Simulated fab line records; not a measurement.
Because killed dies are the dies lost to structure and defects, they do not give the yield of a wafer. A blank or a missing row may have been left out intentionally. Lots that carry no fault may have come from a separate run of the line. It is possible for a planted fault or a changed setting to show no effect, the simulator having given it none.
Chamber matching + flow berkeley cmos170 + UCB170_GATE_ETCH_15 on rie si-02 has 4 sister chambers
The step etches poly-Si in HBr/Cl2, stops on SiO2, time 56.3 s, target depth 278.2 nm. 14 wafers are shown with their chamber, then 7 later ones without.

WAFERS WITH THEIR CHAMBER
| wafer  | chamber | throttle valve pct (%) | drypump motor current A (A) | oes product au (a.u.) |
|--------|---------|------------------------|-----------------------------|-----------------------|
| L587.2 | 0       | 26.24                  | 6.3                         | 0.817                 |
| L587.3 | 3       | 26.72                  | 5.4                         | 0.819                 |
| L587.4 | 2       | 26.65                  | 5.5                         | 0.826                 |
| L593.3 | 1       | 26.54                  | 5.3                         | 0.813                 |
| L593.4 | 3       | 26.71                  | 5.5                         | 0.815                 |
| L593.5 | 2       | 26.66                  | 5.6                         | 0.833                 |
| L591.2 | 2       | 26.66                  | 5.5                         | 0.839                 |
| L591.3 | 1       | 26.54                  | 5.3                         | 0.823                 |
| L591.5 | 1       | 26.52                  | 5.3                         | 0.815                 |
| L594.2 | 1       | 26.53                  | 5.3                         | 0.824                 |
| L594.3 | 2       | 26.65                  | 5.5                         | 0.831                 |
| L594.6 | 2       | 26.65                  | 5.5                         | 0.839                 |
| L599.2 | 1       | 26.54                  | 5.3                         | 0.813                 |
| L599.4 | 2       | 26.66                  | 5.5                         | 0.834                 |

SIGNATURES (averages over the wafers above)
| reading                 | chamber 0 | chamber 1 | chamber 2 | chamber 3 | scatter within a chamber |
|-------------------------|-----------|-----------|-----------|-----------|--------------------------|
| throttle valve pct      | 26.2400   | 26.5340   | 26.6550   | 26.7150   | 0.00721                  |
| drypump motor current A | 6.300     | 5.300     | 5.517     | 5.450     | 0.0365                   |
| oes product au          | 0.81700   | 0.81760   | 0.83367   | 0.81700   | 0.00501                  |
Rule: for each reading, subtract the chamber's mean from the wafer's reading, divide by that reading's scatter and square the result; add these up over the readings and take the root, which gives the wafer's distance from the chamber. If the next closest chamber is less than 2 further off than the closest, the wafer can't be placed; otherwise it belongs to the closest. How the scatter is found: for the shown wafers, subtract from each reading the mean of its chamber, square and add these, divide the total by (wafers less chambers), then take the root.

WAFERS WITH NO CHAMBER GIVEN
| wafer  | throttle valve pct (%) | drypump motor current A (A) | oes product au (a.u.) |
|--------|------------------------|-----------------------------|-----------------------|
| L599.6 | 26.30                  | 6.3                         | 0.842                 |
| L606.3 | 26.32                  | 6.3                         | 0.821                 |
| L606.4 | 26.65                  | 5.5                         | 0.818                 |
| L606.5 | 26.32                  | 6.3                         | 0.818                 |
| L609.1 | 26.66                  | 5.5                         | 0.826                 |
| L609.2 | 26.53                  | 5.3                         | 0.809                 |
| L609.6 | 26.52                  | 5.3                         | 0.806                 |

EACH ONE'S CHAMBER
| wafer  | from the rows above | in truth |
|--------|---------------------|----------|
| L599.6 | 0                   | 0        |
| L606.3 | 0                   | 0        |
| L606.4 | 2                   | 2        |
| L606.5 | 0                   | 0        |
| L609.1 | 2                   | 2        |
| L609.2 | 1                   | 1        |
| L609.6 | 1                   | 1        |
Placed correctly: 7 of 7. Left unplaced by these rows: 0. Placed wrongly: 0.
